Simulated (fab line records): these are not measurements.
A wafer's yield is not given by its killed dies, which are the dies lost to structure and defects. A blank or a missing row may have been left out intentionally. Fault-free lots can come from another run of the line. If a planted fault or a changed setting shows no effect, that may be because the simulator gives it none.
Which of the tools did it? | flow berkeley-cmos170 | 7 lots, 21 wafers sampled, at 2 steps of a route of 331

## WHAT THE GAUGES READ, wafer by wafer
UCB170_PFIELD_OVL_MEAS_06.
lot  | measured    | on         | PFIELD_OVL (nm)
L787 | day 5 08:29 | overlay-01 | -6 -4 0
L789 | day 5 13:17 | overlay-01 | 4 1 1
L792 | day 6 05:40 | overlay-01 | -2 -8 0
L794 | day 6 16:42 | overlay-02 | -3 -9 -4
L799 | day 7 14:22 | overlay-02 | 86 84 86
L800 | day 8 16:34 | overlay-01 | 0 -7 -1
L807 | day 9 16:40 | overlay-01 | -1 -2 2

## TOOL THAT RAN EACH LOT (tool first, then ch and the chambers of the sampled wafers, then the start)
lot  | UCB170_PFIELD_EXPOSE_03
L787 | krf-scanner-02 ch 0, day 5 07:17
L789 | krf-scanner-01 ch 0, day 5 12:34
L792 | krf-scanner-02 ch 0, day 6 05:11
L794 | krf-scanner-01 ch 0, day 6 16:07
L799 | krf-scanner-02 ch 0, day 7 13:59
L800 | krf-scanner-01 ch 0, day 8 16:10
L807 | krf-scanner-01 ch 0, day 9 15:22
- UCB170_PFIELD_EXPOSE_03: exposes mask PFIELD, target cd 1500 nm.

## THE ANSWER, worked out from the rows above alone
Rule: what is usual is taken from the lots themselves. The widest of any qualifying gaps counts: lots, ordered by their means at a reading, are off when they make up no more than a third of the lots, leave a main group of 4 or more, and stand apart from it by 3 or more times the standard deviation of that group's means. A main group whose means are all the same, to the digits that the tables above print for the reading, isn't used. A lot without any number at a reading at which 4 lots or more have one is off too. Where the step has rows for the other lots, those lots are counted as sound.
Off: at UCB170_PFIELD_OVL_MEAS_06 (PFIELD_OVL), L799. Mean -2 nm and standard deviation 2.4 in the main group.
If a tool, at a process step before that reading, ran all the lots that are off and no sound lot after the first of them, it fits. The gauges at UCB170_PFIELD_OVL_MEAS_06 are tried like those tools. This does not decide it: 2 tools fit, namely krf-scanner-02 at UCB170_PFIELD_EXPOSE_03 and overlay-02 at UCB170_PFIELD_OVL_MEAS_06.

## WHAT WAS PUT IN BY THE SIMULATOR
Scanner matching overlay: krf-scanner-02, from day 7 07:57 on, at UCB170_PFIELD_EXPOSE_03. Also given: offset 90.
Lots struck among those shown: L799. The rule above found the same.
